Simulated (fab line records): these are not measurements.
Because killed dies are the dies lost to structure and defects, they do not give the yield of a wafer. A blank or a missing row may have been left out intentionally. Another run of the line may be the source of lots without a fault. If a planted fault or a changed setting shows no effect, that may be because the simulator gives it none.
fab line records / flow rit-cmos
record: lots: 15 wafers: 45 last-day: 7
route steps=202 shown NRETRO@61 M1@201
lots that met no fault: taken from a fault-free run of the same line
start-h: the number of hours between the record's first day and the start of the first shown wafer of the lot / wait-h: time in hours since the lot's previous step / " identical to the entry in the row above / L1.1+2: a single row standing in for several wafers / - no value, or no start was given / * or withheld: withheld / < > ~ a bound
route shown NAME@n: names a module that has steps shown in the file, with the first one's number in the route / usual: average and standard deviation across the fault-free wafers / same: alike in all rows / chamber/n: place in a boat / sites: per-site readings / _std_site: the standard deviation of these / _edge_site: mean of outer sites minus mean of inner sites / radius-mm: for every site, how far away it sits from the centre of the wafer / mask NAME#n: copy n / behind: the tool/chamber that last shaped the wafer / hold: cause of the lot's hold/its duration in hours/its outcome / device: which transistor (n, p or np) failed to switch / end of line: the tests these same wafers got at the end of their route / a step given without rows: its recipe and nothing more / killed: count of dies lost to structure and defects at first sort (not the wafer's yield) / map: a wafer's dies, marking killed ones x, the rest . and places with no die _
set.NAME: the setting that was run; set.NAME@STEP: the one run at that earlier step / model.NAME: the simulator's own value behind a step, which no gauge read
steps of the route over a sample of lots; a table a step, a row a wafer
services: when a tool's chamber went out of use (start-h, in hours from the record's first day, below 0 if earlier), for how many hours, and the reason
== steps ==
step: RIT_NRETRO_IMPLANT_08
recipe: species: P energy-kev: 70 dose-cm2: 1e+13 tilt-deg: 7.164
usual: dose-ions-cm2: 1.0001e+13/1.1e+10 end-station-pressure-torr: 5.04e-06/2.7e-07 faraday-current-uA: 31.8/0.67
lot.wafer=L944.2 tool=implanter-02 chamber=0 start-h=29.16 wait-h=0.2 dose-ions-cm2=1.0004e+13 end-station-pressure-torr=5.22e-06 faraday-current-uA=31.4
lot.wafer=L944.4 tool=implanter-02 chamber=0 start-h=29.16 wait-h=0.2 dose-ions-cm2=9.996e+12 end-station-pressure-torr=5.5e-06 faraday-current-uA=32.2
lot.wafer=L944.5 tool=implanter-02 chamber=0 start-h=29.16 wait-h=0.2 dose-ions-cm2=9.999e+12 end-station-pressure-torr=4.78e-06 faraday-current-uA=32.1
lot.wafer=L945.1 tool=implanter-03 chamber=0 start-h=35.49 wait-h=0.2 dose-ions-cm2=1.0004e+13 end-station-pressure-torr=5.13e-06 faraday-current-uA=31.7
lot.wafer=L945.4 tool=implanter-03 chamber=0 start-h=35.49 wait-h=0.2 dose-ions-cm2=9.978e+12 end-station-pressure-torr=5.14e-06 faraday-current-uA=31.6
lot.wafer=L945.6 tool=implanter-03 chamber=0 start-h=35.49 wait-h=0.2 dose-ions-cm2=1.0002e+13 end-station-pressure-torr=4.76e-06 faraday-current-uA=32.5
lot.wafer=L946.1 tool=implanter-03 chamber=0 start-h=40.41 wait-h=0.2 dose-ions-cm2=1.0002e+13 end-station-pressure-torr=4.99e-06 faraday-current-uA=31.9
lot.wafer=L946.4 tool=implanter-03 chamber=0 start-h=40.41 wait-h=0.2 dose-ions-cm2=1.0016e+13 end-station-pressure-torr=5.06e-06 faraday-current-uA=32.0
lot.wafer=L946.6 tool=implanter-03 chamber=0 start-h=40.41 wait-h=0.2 dose-ions-cm2=1.0001e+13 end-station-pressure-torr=4.43e-06 faraday-current-uA=31.5
lot.wafer=L948.2 tool=implanter-02 chamber=0 start-h=50.60 wait-h=0.2 dose-ions-cm2=1.1508e+13 end-station-pressure-torr=4.95e-06 faraday-current-uA=36.0
lot.wafer=L948.3 tool=implanter-02 chamber=0 start-h=50.60 wait-h=0.2 dose-ions-cm2=1.151e+13 end-station-pressure-torr=4.98e-06 faraday-current-uA=36.6
lot.wafer=L948.4 tool=implanter-02 chamber=0 start-h=50.60 wait-h=0.2 dose-ions-cm2=1.1528e+13 end-station-pressure-torr=5e-06 faraday-current-uA=38.4
lot.wafer=L949.1 tool=implanter-02 chamber=0 start-h=54.97 wait-h=0.2 dose-ions-cm2=1.1543e+13 end-station-pressure-torr=4.98e-06 faraday-current-uA=37.2
lot.wafer=L949.3 tool=implanter-02 chamber=0 start-h=54.97 wait-h=0.2 dose-ions-cm2=1.1537e+13 end-station-pressure-torr=5.18e-06 faraday-current-uA=37.8
lot.wafer=L949.4 tool=implanter-02 chamber=0 start-h=54.97 wait-h=0.2 dose-ions-cm2=1.1547e+13 end-station-pressure-torr=4.98e-06 faraday-current-uA=36.7
lot.wafer=L950.1 tool=implanter-02 chamber=0 start-h=59.90 wait-h=0.2 dose-ions-cm2=1.154e+13 end-station-pressure-torr=5.03e-06 faraday-current-uA=36.6
lot.wafer=L950.2 tool=implanter-02 chamber=0 start-h=59.90 wait-h=0.2 dose-ions-cm2=1.1523e+13 end-station-pressure-torr=5.4e-06 faraday-current-uA=36.6
lot.wafer=L950.3 tool=implanter-02 chamber=0 start-h=59.90 wait-h=0.2 dose-ions-cm2=1.1547e+13 end-station-pressure-torr=5.36e-06 faraday-current-uA=36.0
lot.wafer=L956.2 tool=implanter-03 chamber=0 start-h=89.13 wait-h=0.2 dose-ions-cm2=9.994e+12 end-station-pressure-torr=4.94e-06 faraday-current-uA=32.1
lot.wafer=L956.4 tool=implanter-03 chamber=0 start-h=89.13 wait-h=0.2 dose-ions-cm2=9.993e+12 end-station-pressure-torr=4.99e-06 faraday-current-uA=32.7
lot.wafer=L956.5 tool=implanter-03 chamber=0 start-h=89.13 wait-h=0.2 dose-ions-cm2=1e+13 end-station-pressure-torr=4.73e-06 faraday-current-uA=31.7
lot.wafer=L957.4 tool=implanter-01 chamber=0 start-h=94.95 wait-h=0.2 dose-ions-cm2=1.001e+13 end-station-pressure-torr=4.87e-06 faraday-current-uA=31.5
lot.wafer=L957.5 tool=implanter-01 chamber=0 start-h=94.95 wait-h=0.2 dose-ions-cm2=1.0006e+13 end-station-pressure-torr=4.76e-06 faraday-current-uA=32.7
lot.wafer=L957.6 tool=implanter-01 chamber=0 start-h=94.95 wait-h=0.2 dose-ions-cm2=1.0004e+13 end-station-pressure-torr=5.06e-06 faraday-current-uA=31.9
lot.wafer=L958.1 tool=implanter-03 chamber=0 start-h=101.37 wait-h=0.2 dose-ions-cm2=9.999e+12 end-station-pressure-torr=5.19e-06 faraday-current-uA=31.8
lot.wafer=L958.2 tool=implanter-03 chamber=0 start-h=101.37 wait-h=0.2 dose-ions-cm2=9.997e+12 end-station-pressure-torr=4.92e-06 faraday-current-uA=32.0
lot.wafer=L958.3 tool=implanter-03 chamber=0 start-h=101.37 wait-h=0.2 dose-ions-cm2=9.995e+12 end-station-pressure-torr=5.19e-06 faraday-current-uA=32.2
lot.wafer=L962.1 tool=implanter-01 chamber=0 start-h=119.94 wait-h=0.2 dose-ions-cm2=1.0006e+13 end-station-pressure-torr=4.85e-06 faraday-current-uA=32.2
lot.wafer=L962.3 tool=implanter-01 chamber=0 start-h=119.94 wait-h=0.2 dose-ions-cm2=1.0003e+13 end-station-pressure-torr=4.87e-06 faraday-current-uA=30.7
lot.wafer=L962.4 tool=implanter-01 chamber=0 start-h=119.94 wait-h=0.2 dose-ions-cm2=1.0006e+13 end-station-pressure-torr=5.41e-06 faraday-current-uA=32.4
lot.wafer=L963.1 tool=implanter-01 chamber=0 start-h=125.10 wait-h=0.2 dose-ions-cm2=1.0006e+13 end-station-pressure-torr=5.06e-06 faraday-current-uA=31.6
lot.wafer=L963.2 tool=implanter-01 chamber=0 start-h=125.10 wait-h=0.2 dose-ions-cm2=1.0004e+13 end-station-pressure-torr=5.25e-06 faraday-current-uA=32.1
lot.wafer=L963.4 tool=implanter-01 chamber=0 start-h=125.10 wait-h=0.2 dose-ions-cm2=1.0004e+13 end-station-pressure-torr=4.94e-06 faraday-current-uA=32.3
lot.wafer=L964.2 tool=implanter-01 chamber=0 start-h=130.13 wait-h=0.2 dose-ions-cm2=1.0007e+13 end-station-pressure-torr=4.93e-06 faraday-current-uA=31.7
lot.wafer=L964.5 tool=implanter-01 chamber=0 start-h=130.13 wait-h=0.2 dose-ions-cm2=1.0007e+13 end-station-pressure-torr=5.02e-06 faraday-current-uA=30.3
lot.wafer=L964.6 tool=implanter-01 chamber=0 start-h=130.13 wait-h=0.2 dose-ions-cm2=1.0012e+13 end-station-pressure-torr=5.12e-06 faraday-current-uA=31.8
lot.wafer=L965.2 tool=implanter-02 chamber=0 start-h=134.20 wait-h=0.2 dose-ions-cm2=9.995e+12 end-station-pressure-torr=4.73e-06 faraday-current-uA=31.8
lot.wafer=L965.4 tool=implanter-02 chamber=0 start-h=134.20 wait-h=0.2 dose-ions-cm2=1e+13 end-station-pressure-torr=5.5e-06 faraday-current-uA=31.5
lot.wafer=L965.5 tool=implanter-02 chamber=0 start-h=134.20 wait-h=0.2 dose-ions-cm2=1.0014e+13 end-station-pressure-torr=5.36e-06 faraday-current-uA=32.7
lot.wafer=L966.1 tool=implanter-03 chamber=0 start-h=139.16 wait-h=0.2 dose-ions-cm2=1.0004e+13 end-station-pressure-torr=4.72e-06 faraday-current-uA=31.6
lot.wafer=L966.5 tool=implanter-03 chamber=0 start-h=139.16 wait-h=0.2 dose-ions-cm2=9.996e+12 end-station-pressure-torr=4.84e-06 faraday-current-uA=31.8
lot.wafer=L966.6 tool=implanter-03 chamber=0 start-h=139.16 wait-h=0.2 dose-ions-cm2=1.0005e+13 end-station-pressure-torr=5.53e-06 faraday-current-uA=32.8
lot.wafer=L967.2 tool=implanter-02 chamber=0 start-h=144.07 wait-h=0.2 dose-ions-cm2=9.994e+12 end-station-pressure-torr=4.9e-06 faraday-current-uA=32.5
lot.wafer=L967.3 tool=implanter-02 chamber=0 start-h=144.07 wait-h=0.2 dose-ions-cm2=9.997e+12 end-station-pressure-torr=5.29e-06 faraday-current-uA=32.5
lot.wafer=L967.4 tool=implanter-02 chamber=0 start-h=144.07 wait-h=0.2 dose-ions-cm2=9.998e+12 end-station-pressure-torr=5.27e-06 faraday-current-uA=31.1
step: RIT_NRETRO_STRIP_09
recipe: chemistry: O2 time-s: 180 resist: NOVOLAK platen-temp-c: withheld power-w: 500 pressure-mtorr: 4000 o2-flow-sccm: 4000
usual: drypump-motor-current-A: 5.5/0.31
lot.wafer=L944.2 tool=plasma-asher-03 chamber=0 start-h=29.28 wait-h=0.1 drypump-motor-current-A=5.2 rf-hours-counter-h=41
lot.wafer=L944.4 tool=plasma-asher-03 chamber=1 start-h=29.28 wait-h=0.1 drypump-motor-current-A=6.0 rf-hours-counter-h=-
lot.wafer=L944.5 tool=plasma-asher-03 chamber=1 start-h=29.28 wait-h=0.1 drypump-motor-current-A=6.0 rf-hours-counter-h=-
lot.wafer=L945.1 tool=plasma-asher-01 chamber=0 start-h=35.64 wait-h=0.1 drypump-motor-current-A=5.6 rf-hours-counter-h=41
lot.wafer=L945.4 tool=plasma-asher-01 chamber=1 start-h=35.64 wait-h=0.1 drypump-motor-current-A=5.6 rf-hours-counter-h=-
lot.wafer=L945.6 tool=plasma-asher-01 chamber=1 start-h=35.64 wait-h=0.1 drypump-motor-current-A=5.7 rf-hours-counter-h=-
lot.wafer=L946.1 tool=plasma-asher-03 chamber=0 start-h=40.56 wait-h=0.1 drypump-motor-current-A=5.2 rf-hours-counter-h=42
lot.wafer=L946.4 tool=plasma-asher-03 chamber=0 start-h=40.56 wait-h=0.1 drypump-motor-current-A=5.1 rf-hours-counter-h=-
lot.wafer=L946.6 tool=plasma-asher-03 chamber=1 start-h=40.56 wait-h=0.1 drypump-motor-current-A=6.1 rf-hours-counter-h=-
lot.wafer=L948.2 tool=plasma-asher-01 chamber=0 start-h=50.72 wait-h=0.1 drypump-motor-current-A=5.6 rf-hours-counter-h=43
lot.wafer=L948.3 tool=plasma-asher-01 chamber=1 start-h=50.72 wait-h=0.1 drypump-motor-current-A=5.6 rf-hours-counter-h=-
lot.wafer=L948.4 tool=plasma-asher-01 chamber=0 start-h=50.72 wait-h=0.1 drypump-motor-current-A=5.6 rf-hours-counter-h=-
lot.wafer=L949.1 tool=plasma-asher-04 chamber=1 start-h=55.12 wait-h=0.1 drypump-motor-current-A=5.6 rf-hours-counter-h=29
lot.wafer=L949.3 tool=plasma-asher-04 chamber=1 start-h=55.12 wait-h=0.1 drypump-motor-current-A=5.6 rf-hours-counter-h=-
lot.wafer=L949.4 tool=plasma-asher-04 chamber=0 start-h=55.12 wait-h=0.1 drypump-motor-current-A=5.2 rf-hours-counter-h=-
lot.wafer=L950.1 tool=plasma-asher-04 chamber=0 start-h=60.05 wait-h=0.1 drypump-motor-current-A=5.2 rf-hours-counter-h=30
lot.wafer=L950.2 tool=plasma-asher-04 chamber=1 start-h=60.05 wait-h=0.1 drypump-motor-current-A=5.6 rf-hours-counter-h=30
lot.wafer=L950.3 tool=plasma-asher-04 chamber=1 start-h=60.05 wait-h=0.1 drypump-motor-current-A=5.6 rf-hours-counter-h=-
lot.wafer=L956.2 tool=plasma-asher-04 chamber=1 start-h=89.26 wait-h=0.1 drypump-motor-current-A=5.6 rf-hours-counter-h=33
lot.wafer=L956.4 tool=plasma-asher-04 chamber=0 start-h=89.26 wait-h=0.1 drypump-motor-current-A=5.2 rf-hours-counter-h=-
lot.wafer=L956.5 tool=plasma-asher-04 chamber=0 start-h=89.26 wait-h=0.1 drypump-motor-current-A=5.2 rf-hours-counter-h=-
lot.wafer=L957.4 tool=plasma-asher-04 chamber=1 start-h=95.08 wait-h=0.1 drypump-motor-current-A=5.6 rf-hours-counter-h=-
lot.wafer=L957.5 tool=plasma-asher-04 chamber=0 start-h=95.08 wait-h=0.1 drypump-motor-current-A=5.2 rf-hours-counter-h=-
lot.wafer=L957.6 tool=plasma-asher-04 chamber=1 start-h=95.08 wait-h=0.1 drypump-motor-current-A=5.6 rf-hours-counter-h=-
lot.wafer=L958.1 tool=plasma-asher-03 chamber=0 start-h=101.52 wait-h=0.1 drypump-motor-current-A=5.1 rf-hours-counter-h=49
lot.wafer=L958.2 tool=plasma-asher-03 chamber=1 start-h=101.52 wait-h=0.1 drypump-motor-current-A=6.0 rf-hours-counter-h=49
lot.wafer=L958.3 tool=plasma-asher-03 chamber=1 start-h=101.52 wait-h=0.1 drypump-motor-current-A=6.1 rf-hours-counter-h=-
lot.wafer=L962.1 tool=plasma-asher-01 chamber=1 start-h=120.09 wait-h=0.1 drypump-motor-current-A=5.6 rf-hours-counter-h=48
lot.wafer=L962.3 tool=plasma-asher-01 chamber=1 start-h=120.09 wait-h=0.1 drypump-motor-current-A=5.7 rf-hours-counter-h=-
lot.wafer=L962.4 tool=plasma-asher-01 chamber=0 start-h=120.09 wait-h=0.1 drypump-motor-current-A=5.6 rf-hours-counter-h=-
lot.wafer=L963.1 tool=plasma-asher-03 chamber=0 start-h=125.25 wait-h=0.1 drypump-motor-current-A=5.2 rf-hours-counter-h=51
lot.wafer=L963.2 tool=plasma-asher-03 chamber=1 start-h=125.25 wait-h=0.1 drypump-motor-current-A=6.0 rf-hours-counter-h=51
lot.wafer=L963.4 tool=plasma-asher-03 chamber=0 start-h=125.25 wait-h=0.1 drypump-motor-current-A=5.2 rf-hours-counter-h=-
lot.wafer=L964.2 tool=plasma-asher-04 chamber=0 start-h=130.26 wait-h=0.1 drypump-motor-current-A=5.2 rf-hours-counter-h=38
lot.wafer=L964.5 tool=plasma-asher-04 chamber=0 start-h=130.26 wait-h=0.1 drypump-motor-current-A=5.2 rf-hours-counter-h=-
lot.wafer=L964.6 tool=plasma-asher-04 chamber=1 start-h=130.26 wait-h=0.1 drypump-motor-current-A=5.6 rf-hours-counter-h=-
lot.wafer=L965.2 tool=plasma-asher-03 chamber=0 start-h=134.32 wait-h=0.1 drypump-motor-current-A=5.2 rf-hours-counter-h=52
lot.wafer=L965.4 tool=plasma-asher-03 chamber=0 start-h=134.32 wait-h=0.1 drypump-motor-current-A=5.2 rf-hours-counter-h=-
lot.wafer=L965.5 tool=plasma-asher-03 chamber=0 start-h=134.32 wait-h=0.1 drypump-motor-current-A=5.1 rf-hours-counter-h=-
lot.wafer=L966.1 tool=plasma-asher-03 chamber=0 start-h=139.31 wait-h=0.1 drypump-motor-current-A=5.2 rf-hours-counter-h=53
lot.wafer=L966.5 tool=plasma-asher-03 chamber=1 start-h=139.31 wait-h=0.1 drypump-motor-current-A=6.0 rf-hours-counter-h=-
lot.wafer=L966.6 tool=plasma-asher-03 chamber=0 start-h=139.31 wait-h=0.1 drypump-motor-current-A=5.2 rf-hours-counter-h=-
lot.wafer=L967.2 tool=plasma-asher-04 chamber=0 start-h=144.19 wait-h=0.1 drypump-motor-current-A=5.2 rf-hours-counter-h=40
lot.wafer=L967.3 tool=plasma-asher-04 chamber=1 start-h=144.19 wait-h=0.1 drypump-motor-current-A=5.6 rf-hours-counter-h=-
lot.wafer=L967.4 tool=plasma-asher-04 chamber=0 start-h=144.19 wait-h=0.1 drypump-motor-current-A=5.2 rf-hours-counter-h=-
step: RIT_NRETRO_TW_MEAS_10
usual: NRETRO_TW: 1048/5
lot.wafer=L944.2 tool=film-metro-03 chamber=- start-h=29.47 wait-h=0.1 NRETRO_TW=1042
lot.wafer=L944.4 tool=film-metro-03 chamber=- start-h=29.47 wait-h=0.1 NRETRO_TW=1038
lot.wafer=L944.5 tool=film-metro-03 chamber=- start-h=29.47 wait-h=0.1 NRETRO_TW=1044
lot.wafer=L945.1 tool=film-metro-02 chamber=- start-h=35.81 wait-h=0.1 NRETRO_TW=1046
lot.wafer=L945.4 tool=film-metro-02 chamber=- start-h=35.81 wait-h=0.1 NRETRO_TW=1042
lot.wafer=L945.6 tool=film-metro-02 chamber=- start-h=35.81 wait-h=0.1 NRETRO_TW=1048
lot.wafer=L946.1 tool=film-metro-03 chamber=- start-h=40.73 wait-h=0.1 NRETRO_TW=1041
lot.wafer=L946.4 tool=film-metro-03 chamber=- start-h=40.73 wait-h=0.1 NRETRO_TW=1042
lot.wafer=L946.6 tool=film-metro-03 chamber=- start-h=40.73 wait-h=0.1 NRETRO_TW=1044
lot.wafer=L948.2 tool=film-metro-03 chamber=- start-h=50.91 wait-h=0.1 NRETRO_TW=1096
lot.wafer=L948.3 tool=film-metro-03 chamber=- start-h=50.91 wait-h=0.1 NRETRO_TW=1095
lot.wafer=L948.4 tool=film-metro-03 chamber=- start-h=50.91 wait-h=0.1 NRETRO_TW=1099
lot.wafer=L949.1 tool=film-metro-03 chamber=- start-h=55.29 wait-h=0.1 NRETRO_TW=1093
lot.wafer=L949.3 tool=film-metro-03 chamber=- start-h=55.29 wait-h=0.1 NRETRO_TW=1095
lot.wafer=L949.4 tool=film-metro-03 chamber=- start-h=55.29 wait-h=0.1 NRETRO_TW=1098
lot.wafer=L950.1 tool=film-metro-04 chamber=- start-h=60.22 wait-h=0.1 NRETRO_TW=1100
lot.wafer=L950.2 tool=film-metro-04 chamber=- start-h=60.22 wait-h=0.1 NRETRO_TW=1095
lot.wafer=L950.3 tool=film-metro-04 chamber=- start-h=60.22 wait-h=0.1 NRETRO_TW=1104
lot.wafer=L956.2 tool=film-metro-04 chamber=- start-h=89.44 wait-h=0.1 NRETRO_TW=1048
lot.wafer=L956.4 tool=film-metro-04 chamber=- start-h=89.44 wait-h=0.1 NRETRO_TW=1048
lot.wafer=L956.5 tool=film-metro-04 chamber=- start-h=89.44 wait-h=0.1 NRETRO_TW=1044
lot.wafer=L957.4 tool=film-metro-02 chamber=- start-h=95.23 wait-h=0.1 NRETRO_TW=1049
lot.wafer=L957.5 tool=film-metro-02 chamber=- start-h=95.23 wait-h=0.1 NRETRO_TW=1054
lot.wafer=L957.6 tool=film-metro-02 chamber=- start-h=95.23 wait-h=0.1 NRETRO_TW=1053
lot.wafer=L958.1 tool=film-metro-04 chamber=- start-h=101.69 wait-h=0.1 NRETRO_TW=1054
lot.wafer=L958.2 tool=film-metro-04 chamber=- start-h=101.69 wait-h=0.1 NRETRO_TW=1054
lot.wafer=L958.3 tool=film-metro-04 chamber=- start-h=101.69 wait-h=0.1 NRETRO_TW=1055
lot.wafer=L962.1 tool=film-metro-04 chamber=- start-h=120.26 wait-h=0.1 NRETRO_TW=1045
lot.wafer=L962.3 tool=film-metro-04 chamber=- start-h=120.26 wait-h=0.1 NRETRO_TW=1050
lot.wafer=L962.4 tool=film-metro-04 chamber=- start-h=120.26 wait-h=0.1 NRETRO_TW=1050
lot.wafer=L963.1 tool=film-metro-02 chamber=- start-h=125.48 wait-h=0.2 NRETRO_TW=1052
lot.wafer=L963.2 tool=film-metro-02 chamber=- start-h=125.48 wait-h=0.2 NRETRO_TW=1051
lot.wafer=L963.4 tool=film-metro-02 chamber=- start-h=125.48 wait-h=0.2 NRETRO_TW=1047
lot.wafer=L964.2 tool=film-metro-04 chamber=- start-h=130.44 wait-h=0.1 NRETRO_TW=1044
lot.wafer=L964.5 tool=film-metro-04 chamber=- start-h=130.44 wait-h=0.1 NRETRO_TW=1044
lot.wafer=L964.6 tool=film-metro-04 chamber=- start-h=130.44 wait-h=0.1 NRETRO_TW=1045
lot.wafer=L965.2 tool=film-metro-04 chamber=- start-h=134.51 wait-h=0.1 NRETRO_TW=1041
lot.wafer=L965.4 tool=film-metro-04 chamber=- start-h=134.51 wait-h=0.1 NRETRO_TW=1042
lot.wafer=L965.5 tool=film-metro-04 chamber=- start-h=134.51 wait-h=0.1 NRETRO_TW=1042
lot.wafer=L966.1 tool=film-metro-02 chamber=- start-h=139.49 wait-h=0.1 NRETRO_TW=1046
lot.wafer=L966.5 tool=film-metro-02 chamber=- start-h=139.49 wait-h=0.1 NRETRO_TW=1055
lot.wafer=L966.6 tool=film-metro-02 chamber=- start-h=139.49 wait-h=0.1 NRETRO_TW=1056
lot.wafer=L967.2 tool=film-metro-02 chamber=- start-h=144.38 wait-h=0.1 NRETRO_TW=1055
lot.wafer=L967.3 tool=film-metro-02 chamber=- start-h=144.38 wait-h=0.1 NRETRO_TW=1055
lot.wafer=L967.4 tool=film-metro-02 chamber=- start-h=144.38 wait-h=0.1 NRETRO_TW=1057
step: RIT_M1_BOW_MEAS_16
recipe: mode: bow
usual: M1_BOW: 16/7.1
lot.wafer=L944.2 tool=film-metro-03 chamber=- start-h=59.81 wait-h=0.0 M1_BOW[um]=12
lot.wafer=L944.4 tool=film-metro-03 chamber=- start-h=59.81 wait-h=0.0 M1_BOW[um]=17
lot.wafer=L944.5 tool=film-metro-03 chamber=- start-h=59.81 wait-h=0.0 M1_BOW[um]=19
lot.wafer=L945.1 tool=film-metro-03 chamber=- start-h=65.87 wait-h=0.0 M1_BOW[um]=33
lot.wafer=L945.4 tool=film-metro-03 chamber=- start-h=65.87 wait-h=0.0 M1_BOW[um]=29
lot.wafer=L945.6 tool=film-metro-03 chamber=- start-h=65.87 wait-h=0.0 M1_BOW[um]=17
lot.wafer=L946.1 tool=film-metro-04 chamber=- start-h=68.64 wait-h=0.0 M1_BOW[um]=16
lot.wafer=L946.4 tool=film-metro-04 chamber=- start-h=68.64 wait-h=0.0 M1_BOW[um]=7
lot.wafer=L946.6 tool=film-metro-04 chamber=- start-h=68.64 wait-h=0.0 M1_BOW[um]=8
lot.wafer=L948.2 tool=film-metro-02 chamber=- start-h=78.09 wait-h=0.0 M1_BOW[um]=22
lot.wafer=L948.3 tool=film-metro-02 chamber=- start-h=78.09 wait-h=0.0 M1_BOW[um]=14
lot.wafer=L948.4 tool=film-metro-02 chamber=- start-h=78.09 wait-h=0.0 M1_BOW[um]=20
lot.wafer=L949.1 tool=film-metro-03 chamber=- start-h=85.26 wait-h=0.0 M1_BOW[um]=11
lot.wafer=L949.3 tool=film-metro-03 chamber=- start-h=85.26 wait-h=0.0 M1_BOW[um]=19
lot.wafer=L949.4 tool=film-metro-03 chamber=- start-h=85.26 wait-h=0.0 M1_BOW[um]=15
lot.wafer=L950.1 tool=film-metro-03 chamber=- start-h=88.11 wait-h=0.0 M1_BOW[um]=-7
lot.wafer=L950.2 tool=film-metro-03 chamber=- start-h=88.11 wait-h=0.0 M1_BOW[um]=24
lot.wafer=L950.3 tool=film-metro-03 chamber=- start-h=88.11 wait-h=0.0 M1_BOW[um]=21
lot.wafer=L956.2 tool=film-metro-02 chamber=- start-h=115.94 wait-h=0.0 M1_BOW[um]=24
lot.wafer=L956.4 tool=film-metro-02 chamber=- start-h=115.94 wait-h=0.0 M1_BOW[um]=15
lot.wafer=L956.5 tool=film-metro-02 chamber=- start-h=115.94 wait-h=0.0 M1_BOW[um]=9
lot.wafer=L957.4 tool=film-metro-04 chamber=- start-h=122.74 wait-h=0.1 M1_BOW[um]=3
lot.wafer=L957.5 tool=film-metro-04 chamber=- start-h=122.74 wait-h=0.1 M1_BOW[um]=10
lot.wafer=L957.6 tool=film-metro-04 chamber=- start-h=122.74 wait-h=0.1 M1_BOW[um]=18
lot.wafer=L958.1 tool=film-metro-04 chamber=- start-h=128.02 wait-h=0.0 M1_BOW[um]=10
lot.wafer=L958.2 tool=film-metro-04 chamber=- start-h=128.02 wait-h=0.0 M1_BOW[um]=17
lot.wafer=L958.3 tool=film-metro-04 chamber=- start-h=128.02 wait-h=0.0 M1_BOW[um]=15
lot.wafer=L962.1 tool=film-metro-04 chamber=- start-h=147.10 wait-h=0.0 M1_BOW[um]=16
lot.wafer=L962.3 tool=film-metro-04 chamber=- start-h=147.10 wait-h=0.0 M1_BOW[um]=14
lot.wafer=L962.4 tool=film-metro-04 chamber=- start-h=147.10 wait-h=0.0 M1_BOW[um]=19
lot.wafer=L963.1 tool=film-metro-02 chamber=- start-h=152.34 wait-h=0.0 M1_BOW[um]=24
lot.wafer=L963.2 tool=film-metro-02 chamber=- start-h=152.34 wait-h=0.0 M1_BOW[um]=20
lot.wafer=L963.4 tool=film-metro-02 chamber=- start-h=152.34 wait-h=0.0 M1_BOW[um]=26
lot.wafer=L964.2 tool=film-metro-02 chamber=- start-h=160.74 wait-h=0.0 M1_BOW[um]=15
lot.wafer=L964.5 tool=film-metro-02 chamber=- start-h=160.74 wait-h=0.0 M1_BOW[um]=13
lot.wafer=L964.6 tool=film-metro-02 chamber=- start-h=160.74 wait-h=0.0 M1_BOW[um]=25
lot.wafer=L965.2 tool=film-metro-02 chamber=- start-h=165.92 wait-h=0.0 M1_BOW[um]=-1
lot.wafer=L965.4 tool=film-metro-02 chamber=- start-h=165.92 wait-h=0.0 M1_BOW[um]=20
lot.wafer=L965.5 tool=film-metro-02 chamber=- start-h=165.92 wait-h=0.0 M1_BOW[um]=28
lot.wafer=L966.1 tool=film-metro-02 chamber=- start-h=168.62 wait-h=0.0 M1_BOW[um]=2
lot.wafer=L966.5 tool=film-metro-02 chamber=- start-h=168.62 wait-h=0.0 M1_BOW[um]=12
lot.wafer=L966.6 tool=film-metro-02 chamber=- start-h=168.62 wait-h=0.0 M1_BOW[um]=25
lot.wafer=L967.2 tool=film-metro-04 chamber=- start-h=174.64 wait-h=0.0 M1_BOW[um]=16
lot.wafer=L967.3 tool=film-metro-04 chamber=- start-h=174.64 wait-h=0.0 M1_BOW[um]=22
lot.wafer=L967.4 tool=film-metro-04 chamber=- start-h=174.64 wait-h=0.0 M1_BOW[um]=9
step: RIT_M1_PROBE_99
usual: killed-at-contacts: 0.1/0.27 killed-at-front-end: 7.2/2.9 killed-dies: 7.3/2.9 killed-open: 3.6/1.9 killed-short: 3.8/1.9
same: gross-dies: 264 killed_at_M0_to_M3: 0 killed_at_M4_up: 0 killed-at-back-side: 0 killed-at-other: 0
lot.wafer=L948.4 tool=prober-01 chamber=- start-h=78.34 wait-h=0.2 killed-at-contacts=0 killed-at-front-end=5 killed-dies=5 killed-open=3 killed-short=2
lot.wafer=L950.1 tool=prober-01 chamber=- start-h=88.23 wait-h=0.1 killed-at-contacts=0 killed-at-front-end=9 killed-dies=9 killed-open=5 killed-short=4
lot.wafer=L950.2 tool=prober-01 chamber=- start-h=88.28 wait-h=0.1 killed-at-contacts=0 killed-at-front-end=6 killed-dies=6 killed-open=2 killed-short=4
lot.wafer=L950.3 tool=prober-01 chamber=- start-h=88.33 wait-h=0.2 killed-at-contacts=0 killed-at-front-end=5 killed-dies=5 killed-open=3 killed-short=2
killed by level:class
L948.4 REOX:geometric-particle:open=3 GATE:geometric-particle:short=1 REOX:geometric-particle:short=1
L950.1 GATE:geometric-particle:open=3 GATE:geometric-particle:short=3 FOX1:geometric-particle:open=1 SPACER:geometric-particle:short=1 SILICIDE:geometric-particle:open=1
L950.2 SPACER:geometric-particle:short=2 FOX1:geometric-particle:open=1 GATE:geometric-particle:short=1 SPACER:geometric-particle:open=1 SILICIDE:geometric-particle:short=1
L950.3 GATE:geometric-particle:open=2 GATE:geometric-particle:short=2 SPACER:geometric-particle:open=1
== services ==
tool=implanter-03 chamber=- start-h=26.50 hours=4.9 kind=repair
tool=plasma-asher-01 chamber=- start-h=27.66 hours=2.8 kind=pm
tool=plasma-asher-01 chamber=- start-h=31.34 hours=1.6 kind=repair
tool=implanter-01 chamber=- start-h=63.30 hours=4.4 kind=pm
tool=implanter-01 chamber=- start-h=67.68 hours=3.4 kind=pm
tool=plasma-asher-01 chamber=- start-h=83.32 hours=14.6 kind=pm
== key ==
first-sign: step: RIT_NRETRO_IMPLANT_08 reading: dose-ions-cm2 direction: up sigmas: 99+ usual: 1.0001e+13 struck: 1.1531e+13
effect: step: RIT_NRETRO_IMPLANT_08 reading: faraday-current-uA direction: up sigmas: 7.6 usual: 31.8 struck: 36.9
effect: step: RIT_NRETRO_TW_MEAS_10 reading: NRETRO_TW direction: up sigmas: 9.7 usual: 1048 struck: 1097
met-at RIT_NRETRO_IMPLANT_08
struck-lots L948,L949,L950
tester-left-out L948,L949,L950
not-acting-at RIT_NRETRO_STRIP_09,RIT_M1_BOW_MEAS_16
onset-between 29.16 50.60
fault: kind: process-parameter-drift tool: implanter-02 chamber: - onset-h: 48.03 steps: RIT_NRETRO_IMPLANT_08 channel: dose-cm2 offset: 1.534e+12 shape: step end-h: 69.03 acts-in: these-recipes-only stated: 1e+13
tester-left-out: of these lots the tester's yield and bins aren't shown, on N5 and GAA mostly nor the transistor test; their killed dies are dies lost to structure and defects alone, not to doping, threshold or leakage, so they don't give the yield
